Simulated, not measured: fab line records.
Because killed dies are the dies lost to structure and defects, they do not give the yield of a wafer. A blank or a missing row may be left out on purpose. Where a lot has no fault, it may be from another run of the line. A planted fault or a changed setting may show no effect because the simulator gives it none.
The tool behind it: which one? | flow rit-cmos | 12 lots, 36 wafers sampled, at 2 steps of a route of 202

WHAT EACH GAUGE READ, for each wafer
No reading from a measuring or inspecting step in the record can be judged against a usual standard deviation.

EACH LOT AND THE TOOL THAT RAN IT (in order: tool; ch and the chambers of the sampled wafers; start)
lot  | RIT_FOX2_WET_ETCH_03           | RIT_M1_PROBE_99
L846 | wet-bench-02 ch 3, day 1 22:28 | prober-02, day 3 19:23
L847 | wet-bench-04 ch 0, day 2 06:47 | prober-01, day 4 00:49
L848 | wet-bench-04 ch 3, day 2 08:34 | prober-02, day 4 02:19
L850 | wet-bench-02 ch 0, day 2 20:07 | prober-02, day 4 11:59
L857 | wet-bench-04 ch 1, day 4 05:40 | prober-01, day 6 04:22
L861 | wet-bench-02 ch 3, day 5 03:38 | prober-01, day 6 23:30
L862 | wet-bench-02 ch 0, day 5 09:21 | prober-02, day 7 07:16
L863 | wet-bench-01 ch 0, day 5 15:29 | prober-01, day 7 14:31
L864 | wet-bench-02 ch 3, day 5 20:56 | prober-02, day 7 16:01
L865 | wet-bench-01 ch 2, day 6 00:52 | prober-02, day 7 20:46
L868 | wet-bench-02 ch 3, day 6 14:41 | prober-02, day 8 07:51
L869 | wet-bench-01 ch 2, day 6 18:30 | prober-01, day 8 10:22
- RIT_FOX2_WET_ETCH_03: etches Si3N4 in H3PO4, target depth 195 nm, time 2700 s.
- RIT_M1_PROBE_99

AS READ BY THE TOOLS THEMSELVES (means over the sampled wafers that have a number; for cases with no such wafer, the mark the record gives instead)
RIT_FOX2_WET_ETCH_03. Usual: run-length-s reads 2728 s (standard deviation 3.8).
lot  | tool         | run-length-s (s) | flag
L846 | wet-bench-02 | 2727             |
L847 | wet-bench-04 | 2733             |
L848 | wet-bench-04 | 2728             |
L850 | wet-bench-02 | 2725             |
L857 | wet-bench-04 | 5425             | OFF
L861 | wet-bench-02 | 2727             |
L862 | wet-bench-02 | 2725             |
L863 | wet-bench-01 | 2726             |
L864 | wet-bench-02 | 2725             |
L865 | wet-bench-01 | 2734             |
L868 | wet-bench-02 | 2726             |
L869 | wet-bench-01 | 2726             |

RIT_M1_PROBE_99. Usual: killed-at-contacts 0.1, standard deviation 0.25; killed-at-front-end 7, standard deviation 3.2; killed-dies 7, standard deviation 3.2; killed-on-rim 2.1, standard deviation 1.5; killed-open 3.5, standard deviation 2.2; killed-short 3.6, standard deviation 2.1.
lot  | tool      | killed-at-contacts | killed-at-front-end | killed-dies | killed-on-rim | killed-open | killed-short | flag
L846 | prober-02 | 0.0                | 7                   | 7           | 1.0           | 3.3         | 4.0          |
L847 | prober-01 | 0.0                | 5                   | 5           | 2.3           | 2.7         | 2.0          |
L848 | prober-02 | 0.0                | 6                   | 6           | 0.7           | 1.7         | 4.0          |
L850 | prober-02 | 0.0                | 7                   | 7           | 1.7           | 4.3         | 3.0          |
L857 | prober-01 | 0.0                | 7                   | 7           | 0.7           | 4.3         | 3.0          |
L861 | prober-01 | 0.0                | 8                   | 8           | 1.7           | 4.0         | 4.0          |
L862 | prober-02 | 0.0                | 12                  | 12          | 3.3           | 6.0         | 5.7          |
L863 | prober-01 | 0.3                | 5                   | 5           | 2.7           | 1.7         | 3.3          |
L864 | prober-02 | 0.0                | 7                   | 7           | 3.0           | 3.7         | 3.7          |
L865 | prober-02 | 0.0                | 5                   | 5           | 1.0           | 1.7         | 3.0          |
L868 | prober-02 | 0.0                | 7                   | 7           | 2.0           | 4.3         | 3.0          |
L869 | prober-01 | 0.0                | 8                   | 8           | 2.3           | 3.0         | 4.7          |

THE ANSWER, worked out from the rows above alone
Rule: lot off if the mean of its wafers having a number is beyond 3 standard deviations from the usual mean. Also off: a lot with no number at a reading for which 4 or more lots have one. The other lots that the step has rows for count as sound. After the gauges, taken in route order, come the tools' own readings; for these a lot's mean is taken, as printed above. At the first step where some lot is off, the reading lying furthest off is the one used; lots without a number count as furthest.
Off: L857 (RIT_FOX2_WET_ETCH_03, run-length-s).
A tool fits if, at that step or a process step before it, it ran every lot that is off, and no sound lot after the first of them. One fits: RIT_FOX2_WET_ETCH_03 on wet-bench-04. Its last sound lot is L848 (day 2 08:34), its first lot that is off L857 (day 4 05:40): a fault that began between those two fits.
On the lots that are off, the tool's own readings at RIT_FOX2_WET_ETCH_03 differ by more than 5 times the standard deviation of the sound lots' means, which bears it out; run-length-s reads 5425 s there versus 2727 s on the sound lots.

WHAT WAS PUT IN BY THE SIMULATOR
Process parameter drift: wet-bench-04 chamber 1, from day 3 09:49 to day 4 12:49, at RIT_FOX2_WET_ETCH_03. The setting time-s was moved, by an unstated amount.
Shown lots that were struck: L857. This agrees with what the rule above found.
